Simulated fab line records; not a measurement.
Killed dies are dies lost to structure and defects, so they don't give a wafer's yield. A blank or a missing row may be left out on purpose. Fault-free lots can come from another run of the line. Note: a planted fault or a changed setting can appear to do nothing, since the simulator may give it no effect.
What tool caused it? + flow berkeley-cmos170 + Sampling: 14 lots, 42 wafers, 5 of 331 route steps

== WHAT THE GAUGES READ, wafer by wafer ==
UCB170_NVT_OVL_MEAS_06. Usual: for NVT_OVL the level is 0 nm and the standard deviation is 6.7.
| lot  | measured     | on         | NVT_OVL (nm) | flag |
|------|--------------|------------|--------------|------|
| L244 | day 7 00:20  | overlay-02 | 4 11 -5      |      |
| L247 | day 7 17:55  | overlay-01 | -6 -2 -4     |      |
| L245 | day 7 18:05  | overlay-02 | -12 3 -5     |      |
| L248 | day 7 18:14  | overlay-02 | 4 5 -5       |      |
| L246 | day 7 18:29  | overlay-01 | -13 2 -6     |      |
| L250 | day 8 18:39  | overlay-02 | -3 0 -8      |      |
| L252 | day 9 10:58  | overlay-02 | 9 5 -2       |      |
| L257 | day 10 18:49 | overlay-02 | 1 -1 8       |      |
| L260 | day 11 17:13 | overlay-01 | -9 7 -1      |      |
| L261 | day 12 03:08 | overlay-02 | 8 10 -5      |      |
| L262 | day 12 03:22 | overlay-01 | -4 -2 -16    |      |
| L263 | day 12 12:47 | overlay-02 | 7 -2 -3      |      |
| L266 | day 12 20:40 | overlay-02 | 15 4 -2      |      |
| L265 | day 12 20:56 | overlay-02 | 0 4 -6       |      |

UCB170_NVT_TW_MEAS_09. Usual: for NVT_TW the level is 523 and the standard deviation is 4.4.
| lot  | measured     | on            | NVT_TW      | flag |
|------|--------------|---------------|-------------|------|
| L244 | day 7 00:37  | film-metro-02 | 517 516 517 |      |
| L247 | day 7 18:12  | film-metro-01 | 518 520 520 |      |
| L245 | day 7 18:23  | film-metro-01 | 523 522 520 |      |
| L248 | day 7 18:32  | film-metro-02 | 515 516 517 |      |
| L246 | day 7 18:46  | film-metro-04 | 528 527 526 |      |
| L250 | day 8 18:56  | film-metro-04 | 527 526 526 |      |
| L252 | day 9 11:15  | film-metro-01 | 516 517 519 |      |
| L257 | day 10 19:07 | film-metro-02 | 483 488 486 | OFF  |
| L260 | day 11 17:29 | film-metro-04 | 488 489 487 | OFF  |
| L261 | day 12 03:25 | film-metro-04 | 525 527 525 |      |
| L262 | day 12 03:39 | film-metro-01 | 519 523 519 |      |
| L263 | day 12 13:04 | film-metro-04 | 525 524 530 |      |
| L266 | day 12 20:56 | film-metro-04 | 526 526 524 |      |
| L265 | day 12 21:14 | film-metro-04 | 524 523 522 |      |

UCB170_PVT_OVL_MEAS_06. Usual: for PVT_OVL the level is -5 nm and the standard deviation is 6.2.
| lot  | measured     | on         | PVT_OVL (nm) | flag |
|------|--------------|------------|--------------|------|
| L244 | day 7 01:41  | overlay-02 | 5 -9 -4      |      |
| L247 | day 7 19:20  | overlay-01 | -9 -4 -9     |      |
| L245 | day 7 19:37  | overlay-02 | -8 8 2       |      |
| L248 | day 7 19:51  | overlay-01 | 3 -5 -4      |      |
| L246 | day 7 20:05  | overlay-01 | -4 -10 -13   |      |
| L250 | day 8 20:17  | overlay-02 | -4 -11 -8    |      |
| L252 | day 9 13:10  | overlay-01 | -6 -1 -6     |      |
| L257 | day 10 21:37 | overlay-01 | -13 -9 10    |      |
| L260 | day 11 18:41 | overlay-01 | -6 5 4       |      |
| L261 | day 12 06:28 | overlay-01 | -1 -8 -17    |      |
| L262 | day 12 06:34 | overlay-01 | -15 2 -15    |      |
| L263 | day 12 16:04 | overlay-02 | -3 -2 -7     |      |
| L266 | day 12 22:50 | overlay-02 | -3 -10 -6    |      |
| L265 | day 12 23:07 | overlay-02 | -10 -16 -17  |      |

UCB170_FIELD_THK_MEAS_91. Usual: for FIELD_OXIDE_LEFT_2_THK the level is 349 nm and the standard deviation is 12.
| lot  | measured     | on            | FIELD_OXIDE_LEFT_2_THK (nm) | flag |
|------|--------------|---------------|-----------------------------|------|
| L244 | day 7 02:07  | film-metro-03 | 338 335 330                 |      |
| L247 | day 7 19:45  | film-metro-01 | 364 364 356                 |      |
| L245 | day 7 20:02  | film-metro-03 | 366 362 358                 |      |
| L248 | day 7 20:16  | film-metro-04 | 348 340 347                 |      |
| L246 | day 7 20:34  | film-metro-01 | 355 351 356                 |      |
| L250 | day 8 20:42  | film-metro-03 | 345 342 352                 |      |
| L252 | day 9 13:35  | film-metro-03 | 347 350 349                 |      |
| L257 | day 10 22:02 | film-metro-03 | 363 364 362                 |      |
| L260 | day 11 19:06 | film-metro-01 | 337 350 356                 |      |
| L261 | day 12 06:53 | film-metro-03 | 340 340 340                 |      |
| L262 | day 12 07:05 | film-metro-04 | 379 367 367                 |      |
| L263 | day 12 19:30 | film-metro-03 | 351 339 341                 |      |
| L266 | day 12 23:18 | film-metro-03 | 342 348 335                 |      |
| L265 | day 12 23:32 | film-metro-01 | 351 343 348                 |      |

== WHAT TOOL EACH LOT RAN ON (gives the tool, then ch and the chambers of the sampled wafers, and finally the start) ==
| lot  | UCB170_NVT_IMPLANT_07           |
|------|---------------------------------|
| L244 | implanter-04 ch 0, day 7 00:23  |
| L247 | implanter-04 ch 0, day 7 17:57  |
| L245 | implanter-03 ch 0, day 7 18:08  |
| L248 | implanter-01 ch 0, day 7 18:17  |
| L246 | implanter-04 ch 0, day 7 18:31  |
| L250 | implanter-04 ch 0, day 8 18:42  |
| L252 | implanter-01 ch 0, day 9 11:00  |
| L257 | implanter-01 ch 0, day 10 18:53 |
| L260 | implanter-01 ch 0, day 11 17:14 |
| L261 | implanter-03 ch 0, day 12 03:12 |
| L262 | implanter-04 ch 0, day 12 03:24 |
| L263 | implanter-03 ch 0, day 12 12:49 |
| L266 | implanter-03 ch 0, day 12 20:41 |
| L265 | implanter-04 ch 0, day 12 21:01 |
- UCB170_NVT_IMPLANT_07

== AS READ BY THE TOOLS THEMSELVES (means over the sampled wafers that have a number; for cases with no such wafer, the mark the record gives instead) ==
UCB170_NVT_IMPLANT_07. Usual: beam-on-s 10.02 s, standard deviation 0.18; dose-ions-cm2 3e+12, standard deviation 3e+09; faraday-current-uA 9.50, standard deviation 0.18; tilt-deg 7.006 degrees, standard deviation 0.021.
| lot  | tool         | beam-on-s (s) | dose-ions-cm2 | faraday-current-uA | tilt-deg (degrees) | flag |
|------|--------------|---------------|---------------|--------------------|--------------------|------|
| L244 | implanter-04 | 10.08         | 3e+12         | 9.45               | 6.981              |      |
| L247 | implanter-04 | 9.98          | 3e+12         | 9.53               | 7.031              |      |
| L245 | implanter-03 | 9.85          | 3e+12         | 9.64               | 6.981              |      |
| L248 | implanter-01 | 10.16         | 3e+12         | 9.33               | 7.001              |      |
| L246 | implanter-04 | 10.02         | 3e+12         | 9.49               | 7.014              |      |
| L250 | implanter-04 | 9.87          | 3e+12         | 9.64               | 7.025              |      |
| L252 | implanter-01 | 10.11         | 3e+12         | 9.38               | 7.022              |      |
| L257 | implanter-01 | 10.23         | 2e+12         | 7.27               | 7.043              | OFF  |
| L260 | implanter-01 | 10.13         | 2e+12         | 7.34               | 6.982              | OFF  |
| L261 | implanter-03 | 9.96          | 3e+12         | 9.59               | 6.992              |      |
| L262 | implanter-04 | 9.97          | 3e+12         | 9.54               | 6.997              |      |
| L263 | implanter-03 | 10.04         | 3e+12         | 9.49               | 7.003              |      |
| L266 | implanter-03 | 9.95          | 3e+12         | 9.57               | 7.013              |      |
| L265 | implanter-04 | 10.05         | 3e+12         | 9.48               | 7.016              |      |

== THE ANSWER, worked out from the rows above alone ==
Rule: take the mean of a lot's wafers that have a number; if it is more than 3 standard deviations from the usual mean, the lot is off. Also off: a lot with no number at a reading for which 4 or more lots have one. The other lots that the step has rows for count as sound. Order of review: gauges by route order, followed by the tools' own readings, for which a lot's mean as printed above is used. The first step at which some lot is off is used, and at that step the reading that is off furthest; a lot without a number counts as furthest.
Off: L257, L260, seen at UCB170_NVT_TW_MEAS_09 (NVT_TW).
A tool fits if, at a process step before that reading, it ran every lot that is off, and no sound lot after the first of them. Not tried: the gauges at UCB170_NVT_TW_MEAS_09; whatever is off there is also off at UCB170_NVT_IMPLANT_07, on other tools, and gauge error can't account for it. One fits: UCB170_NVT_IMPLANT_07 on implanter-01. Its last sound lot is L252 (day 9 11:00), its first lot that is off L257 (day 10 18:53): a fault that began between those two fits.
The tool's own readings at UCB170_NVT_IMPLANT_07 bear it out: on the lots that are off they differ by more than 5 times the standard deviation of the sound lots' means. dose-ions-cm2 reads 2e+12 there against 3e+12 on the sound lots; faraday-current-uA reads 7.30 there against 9.51 on the sound lots.

== WHAT WAS PUT IN BY THE SIMULATOR ==
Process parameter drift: implanter-01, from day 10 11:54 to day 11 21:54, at UCB170_NVT_IMPLANT_07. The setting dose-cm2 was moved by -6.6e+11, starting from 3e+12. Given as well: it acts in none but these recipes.
Shown lots that were struck: L257, L260. This agrees with what the rule above found.
